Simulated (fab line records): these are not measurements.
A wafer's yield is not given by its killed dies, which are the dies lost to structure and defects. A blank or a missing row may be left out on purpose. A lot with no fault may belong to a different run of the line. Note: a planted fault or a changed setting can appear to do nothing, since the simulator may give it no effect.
Split-lot study | flow berkeley_cmos170 | route with 331 steps; 5 lots, 23 wafers read

## THE SPLIT
At UCB170_START_OXIDATION_02 (target thk 20 nm, ox time 1800 s), the setting temp_c was moved away from the recipe's 950 C on 20 of the 23 wafers read, by -2.9% to +2.5%. This setting was run at the recipe's value on the other wafers.

There is no step in the file separating the split from the reading.

## THE READING
START_OXIDE_THK in nanometres, read at UCB170_START_THK_MEAS_03. Typical for fault-free wafers on this fab line: 20.3 nm, with standard deviation 0.35 nm.

wafer  | tool, chamber at the split | temp_c as run, C | against the recipe | START_OXIDE_THK, nm | against lot-mates on the recipe
L075.1 | -, -                       | 966.1            | +1.7%              | 23.8                | no lot-mate on the recipe
L075.2 | -, -                       | 966.1            | +1.7%              | 23.5                | no lot-mate on the recipe
L075.3 | -, -                       | 966.1            | +1.7%              | 23.7                | no lot-mate on the recipe
L075.5 | -, -                       | 966.1            | +1.7%              | 23.5                | no lot-mate on the recipe
L075.6 | -, -                       | 966.1            | +1.7%              | 23.5                | no lot-mate on the recipe
L076.1 | furnace-01, 0              | 950              | recipe             | 20.0                | -
L076.3 | furnace-01, 0              | 950              | recipe             | 20.2                | -
L076.6 | furnace-01, 0              | 950              | recipe             | 20.1                | -
L077.1 | -, -                       | 974.2            | +2.5%              | 25.3                | no lot-mate on the recipe
L077.2 | -, -                       | 974.2            | +2.5%              | 25.3                | no lot-mate on the recipe
L077.3 | -, -                       | 974.2            | +2.5%              | 25.4                | no lot-mate on the recipe
L077.4 | -, -                       | 974.2            | +2.5%              | 25.2                | no lot-mate on the recipe
L077.6 | -, -                       | 974.2            | +2.5%              | 25.4                | no lot-mate on the recipe
L080.1 | -, -                       | 922.7            | -2.9%              | 15.5                | no lot-mate on the recipe
L080.2 | -, -                       | 922.7            | -2.9%              | 15.4                | no lot-mate on the recipe
L080.3 | -, -                       | 922.7            | -2.9%              | 15.1                | no lot-mate on the recipe
L080.4 | -, -                       | 922.7            | -2.9%              | 15.9                | no lot-mate on the recipe
L080.5 | -, -                       | 922.7            | -2.9%              | 15.3                | no lot-mate on the recipe
L084.2 | -, -                       | 959.9            | +1.0%              | 22.8                | no lot-mate on the recipe
L084.3 | -, -                       | 959.9            | +1.0%              | 22.8                | no lot-mate on the recipe
L084.4 | -, -                       | 959.9            | +1.0%              | 22.9                | no lot-mate on the recipe
L084.5 | -, -                       | 959.9            | +1.0%              | 22.1                | no lot-mate on the recipe
L084.6 | -, -                       | 959.9            | +1.0%              | 22.5                | no lot-mate on the recipe

FIT RESULTS
A straight line over all 23 wafers: START_OXIDE_THK changes by +1.82 nm for each +1% of temp_c; r = +1.00; the points scatter about the line by 0.29 nm.
Too few moved wafers with a lot-mate on the recipe to fit a line net of each lot's own level.

## THE WHOLE CHAIN: every reading that the file lists as answering this split, in the file's order
step                      | what it does                     | reading                                                                            | change (the file's fit)              | r (the file's)
UCB170_START_OXIDATION_02 | target thk 20 nm, ox time 1800 s | SiO2_of_START_OXIDATION_02.thk_nm (the simulator's own value, which no gauge read) | +1.82 nm for each +1% of the setting | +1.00
UCB170_START_THK_MEAS_03  |                                  | START_OXIDE_THK                                                                    | +1.82 for each +1% of the setting    | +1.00

## THE FILE'S OWN FIT
START_OXIDE_THK changes by +1.82 nm for each +1% of temp_c, r = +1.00.
